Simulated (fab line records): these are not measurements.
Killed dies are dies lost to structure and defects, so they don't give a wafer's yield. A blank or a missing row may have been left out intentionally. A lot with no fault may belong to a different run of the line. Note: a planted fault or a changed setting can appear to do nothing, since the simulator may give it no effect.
Split-lot experiment :: flow berkeley-cmos170 :: 23 wafers read from 5 lots, route of 331 steps

THE SPLIT ITSELF
At UCB170_PLDD_IMPLANT_08, the setting energy-kev was moved away from the recipe's 10 on 7 of the 23 wafers read, by -3.0% to +2.6%. For the rest of the wafers, this setting stayed at what the recipe calls for.

The split's own step is where the reading is taken.

THE READING
implant.drp-nm (the simulator's own value, which no gauge read), in nm, at UCB170_PLDD_IMPLANT_08. No usual value for it is given in the file.

wafer: L075.1
tool, chamber at the split: implanter-04, 0
energy-kev as run: 10
against the recipe: recipe
implant.drp-nm, nm: 6.005
against lot-mates on the recipe: -

wafer: L075.2
tool, chamber at the split: implanter-04, 0
energy-kev as run: 10
against the recipe: recipe
implant.drp-nm, nm: 6.005
against lot-mates on the recipe: -

wafer: L075.4
tool, chamber at the split: implanter-04, 0
energy-kev as run: 10
against the recipe: recipe
implant.drp-nm, nm: 6.005
against lot-mates on the recipe: -

wafer: L074.2
tool, chamber at the split: implanter-01, 0
energy-kev as run: 10
against the recipe: recipe
implant.drp-nm, nm: 6.005
against lot-mates on the recipe: -

wafer: L074.3
tool, chamber at the split: implanter-01, 0
energy-kev as run: 10
against the recipe: recipe
implant.drp-nm, nm: 6.005
against lot-mates on the recipe: -

wafer: L074.4
tool, chamber at the split: implanter-01, 0
energy-kev as run: 9.704
against the recipe: -3.0%
implant.drp-nm, nm: 5.881
against lot-mates on the recipe: -0.124

wafer: L074.5
tool, chamber at the split: implanter-01, 0
energy-kev as run: 9.704
against the recipe: -3.0%
implant.drp-nm, nm: 5.881
against lot-mates on the recipe: -0.124

wafer: L074.6
tool, chamber at the split: implanter-01, 0
energy-kev as run: 9.704
against the recipe: -3.0%
implant.drp-nm, nm: 5.881
against lot-mates on the recipe: -0.124

wafer: L080.1
tool, chamber at the split: implanter-03, 0
energy-kev as run: 9.831
against the recipe: -1.7%
implant.drp-nm, nm: 5.934
against lot-mates on the recipe: -0.071

wafer: L080.6
tool, chamber at the split: implanter-03, 0
energy-kev as run: 9.831
against the recipe: -1.7%
implant.drp-nm, nm: 5.934
against lot-mates on the recipe: -0.071

wafer: L080.2
tool, chamber at the split: implanter-03, 0
energy-kev as run: 10
against the recipe: recipe
implant.drp-nm, nm: 6.005
against lot-mates on the recipe: -

wafer: L080.4
tool, chamber at the split: implanter-03, 0
energy-kev as run: 10
against the recipe: recipe
implant.drp-nm, nm: 6.005
against lot-mates on the recipe: -

wafer: L080.5
tool, chamber at the split: implanter-03, 0
energy-kev as run: 10
against the recipe: recipe
implant.drp-nm, nm: 6.005
against lot-mates on the recipe: -

wafer: L083.1
tool, chamber at the split: implanter-01, 0
energy-kev as run: 10.26
against the recipe: +2.6%
implant.drp-nm, nm: 6.113
against lot-mates on the recipe: +0.108

wafer: L083.3
tool, chamber at the split: implanter-01, 0
energy-kev as run: 10.26
against the recipe: +2.6%
implant.drp-nm, nm: 6.113
against lot-mates on the recipe: +0.108

wafer: L083.4
tool, chamber at the split: implanter-01, 0
energy-kev as run: 10
against the recipe: recipe
implant.drp-nm, nm: 6.005
against lot-mates on the recipe: -

wafer: L083.5
tool, chamber at the split: implanter-01, 0
energy-kev as run: 10
against the recipe: recipe
implant.drp-nm, nm: 6.005
against lot-mates on the recipe: -

wafer: L083.6
tool, chamber at the split: implanter-01, 0
energy-kev as run: 10
against the recipe: recipe
implant.drp-nm, nm: 6.005
against lot-mates on the recipe: -

wafer: L084.1
tool, chamber at the split: implanter-03, 0
energy-kev as run: 10
against the recipe: recipe
implant.drp-nm, nm: 6.005
against lot-mates on the recipe: -

wafer: L084.2
tool, chamber at the split: implanter-03, 0
energy-kev as run: 10
against the recipe: recipe
implant.drp-nm, nm: 6.005
against lot-mates on the recipe: -

wafer: L084.3
tool, chamber at the split: implanter-03, 0
energy-kev as run: 10
against the recipe: recipe
implant.drp-nm, nm: 6.005
against lot-mates on the recipe: -

wafer: L084.4
tool, chamber at the split: implanter-03, 0
energy-kev as run: 10
against the recipe: recipe
implant.drp-nm, nm: 6.005
against lot-mates on the recipe: -

wafer: L084.6
tool, chamber at the split: implanter-03, 0
energy-kev as run: 10
against the recipe: recipe
implant.drp-nm, nm: 6.005
against lot-mates on the recipe: -

THE FIT
A straight line over all 23 wafers: implant.drp-nm changes by +0.0418 nm for each +1% of energy-kev; r = +1.00; the points scatter about the line by 0.00022 nm.
The same after taking each lot's own level away (the mean of its wafers on the recipe; 23 wafers): +0.0418 nm for each +1%; r = +1.00; scatter 0.00022 nm.
On that fit, the largest move of energy-kev shifts the reading by 0.12 nm.
The lots' own levels span 6.0050 to 6.0050 nm.
Hence the lot-to-lot level has little effect on the slope; both slopes agree.
Check: with one of the wafers moved furthest among these (-3.0%) left out of the fit, the line predicts -0.124 nm for it against its lot-mates. Against them it came out at -0.124 nm.

THESE WAFERS: OTHER SPLITS
Before the reading, these wafers also passed through other splits. Each is held against what the fit with the lots' levels taken away leaves over:
other split on the same wafers: UCB170_START_OXIDATION_02 temp-c
wafers away from the commonest value: 18
r with implant.drp-nm (lot level and that fit taken away): +0.33

other split on the same wafers: UCB170_NWELL_OXIDATION_01 temp-c
wafers away from the commonest value: 15
r with implant.drp-nm (lot level and that fit taken away): +0.15

other split on the same wafers: UCB170_NWELL_PEB_10 peb-temp-c
wafers away from the commonest value: 10
r with implant.drp-nm (lot level and that fit taken away): +0.40

other split on the same wafers: UCB170_PWELL_CVD_05 temp-c
wafers away from the commonest value: 10
r with implant.drp-nm (lot level and that fit taken away): +0.12

other split on the same wafers: UCB170_WELLDRIVE_OXIDATION_01 temp-c
wafers away from the commonest value: 18
r with implant.drp-nm (lot level and that fit taken away): +0.20

other split on the same wafers: UCB170_ACTIVE_CVD_05 pressure-mtorr
wafers away from the commonest value: 18
r with implant.drp-nm (lot level and that fit taken away): +0.37

other split on the same wafers: UCB170_PFIELD_IMPLANT_07 dose-cm2
wafers away from the commonest value: 7
r with implant.drp-nm (lot level and that fit taken away): -0.21

other split on the same wafers: UCB170_PVT_IMPLANT_07 dose-cm2
wafers away from the commonest value: 11
r with implant.drp-nm (lot level and that fit taken away): -0.30

other split on the same wafers: UCB170_GATE_ETCH_15 icp-w
wafers away from the commonest value: 7
r with implant.drp-nm (lot level and that fit taken away): +0.14

THE WHOLE CHAIN: every reading that the file lists as answering this split, in the file's order
step: UCB170_PLDD_IMPLANT_08
what it does: 
reading: implant.rp-nm (the simulator's own value, which no gauge read)
change (the file's fit): +0.0771 nm for each +1% of the setting
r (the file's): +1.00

step: UCB170_PLDD_IMPLANT_08
what it does: 
reading: implant.drp-nm (the simulator's own value, which no gauge read)
change (the file's fit): +0.0417 nm for each +1% of the setting
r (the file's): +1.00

THE FILE'S OWN FIT
implant.drp-nm changes by +0.0417 nm for each +1% of energy-kev, r = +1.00.
